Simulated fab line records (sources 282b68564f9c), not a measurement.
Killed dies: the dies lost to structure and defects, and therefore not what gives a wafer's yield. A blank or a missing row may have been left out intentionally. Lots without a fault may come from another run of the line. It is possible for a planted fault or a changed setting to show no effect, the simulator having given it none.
Split-lot study	flow rit-cmos	23 wafers read from 5 lots, route of 202 steps

## ON THE SPLIT
At RIT_SPACER_CVD_03 (deposits Si3N4 from SiH2Cl2/NH3, target thk 250 nm, time 3300 s), the setting temp-c was moved away from the recipe's 810 C on 10 of the 23 wafers read, by -2.0% to -1.1%. For the rest of the wafers, this setting stayed at what the recipe calls for.

No step appears in the file between the split and the reading.

## THE READING
Values of SPACER_NITRIDE_THK in nm from RIT_SPACER_THK_MEAS_04. A value of 249.8 nm with a standard deviation of 2.5 nm is what fault-free wafers of this fab line usually give.

wafer	tool, chamber at the split	temp-c as run, C	against the recipe	SPACER_NITRIDE_THK, nm	against lot-mates on the recipe
L076.1	lpcvd-02, 0	810	recipe	244.8	-
L076.3	lpcvd-02, 0	810	recipe	246.2	-
L076.4	lpcvd-02, 0	810	recipe	245.1	-
L077.2	-, -	810	recipe	247.1	-
L077.3	-, -	810	recipe	249.7	-
L077.4	-, -	810	recipe	247.4	-
L077.5	-, -	810	recipe	248.4	-
L077.6	-, -	810	recipe	249.2	-
L078.2	-, -	810	recipe	247.7	-
L078.3	-, -	810	recipe	246.3	-
L078.4	-, -	810	recipe	246.4	-
L078.5	-, -	810	recipe	247.3	-
L078.6	-, -	810	recipe	248.3	-
L079.1	-, -	800.8	-1.1%	209.8	no lot-mate on the recipe
L079.3	-, -	800.8	-1.1%	208.1	no lot-mate on the recipe
L079.4	-, -	800.8	-1.1%	207.6	no lot-mate on the recipe
L079.5	-, -	800.8	-1.1%	208.4	no lot-mate on the recipe
L079.6	-, -	800.8	-1.1%	209.0	no lot-mate on the recipe
L082.1	-, -	794	-2.0%	188.1	no lot-mate on the recipe
L082.3	-, -	794	-2.0%	187.4	no lot-mate on the recipe
L082.4	-, -	794	-2.0%	187.7	no lot-mate on the recipe
L082.5	-, -	794	-2.0%	188.8	no lot-mate on the recipe
L082.6	-, -	794	-2.0%	189.4	no lot-mate on the recipe

THE FIT
A straight line over all 23 wafers: SPACER_NITRIDE_THK changes by +30.5 nm for each +1% of temp-c; r = +1.00; the points scatter about the line by 2.3 nm.
Too few moved wafers have a lot-mate on the recipe to fit a line with each lot's own level taken away.

## THE WHOLE CHAIN: every reading that the file lists as answering this split, in the file's order
step	what it does	reading	change (the file's fit)	r (the file's)
RIT_SPACER_CVD_03	deposits Si3N4 from SiH2Cl2/NH3, target thk 250 nm, time 3300 s	Si3N4_of_SPACER_CVD_03.thk-nm (the simulator's own value, which no gauge read)	+30.6 nm for each +1% of the setting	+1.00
RIT_SPACER_THK_MEAS_04		SPACER_NITRIDE_THK	+30.5 for each +1% of the setting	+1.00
RIT_SPACER_ETCHBACK_05	etches Si3N4 in SF6/CHF3, stops on SiO2, target depth 250 nm, time 240 s	etch.depth-nm (the simulator's own value, which no gauge read)	+30.6 nm for each +1% of the setting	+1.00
RIT_SPACER_ETCHBACK_05	etches Si3N4 in SF6/CHF3, stops on SiO2, target depth 250 nm, time 240 s	Si3N4_of_SPACER_CVD_03.thk-nm (the simulator's own value, which no gauge read)	+22.5 nm for each +1% of the setting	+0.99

## THE FILE'S OWN FIT
SPACER_NITRIDE_THK changes by +30.5 nm for each +1% of temp-c, r = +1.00.
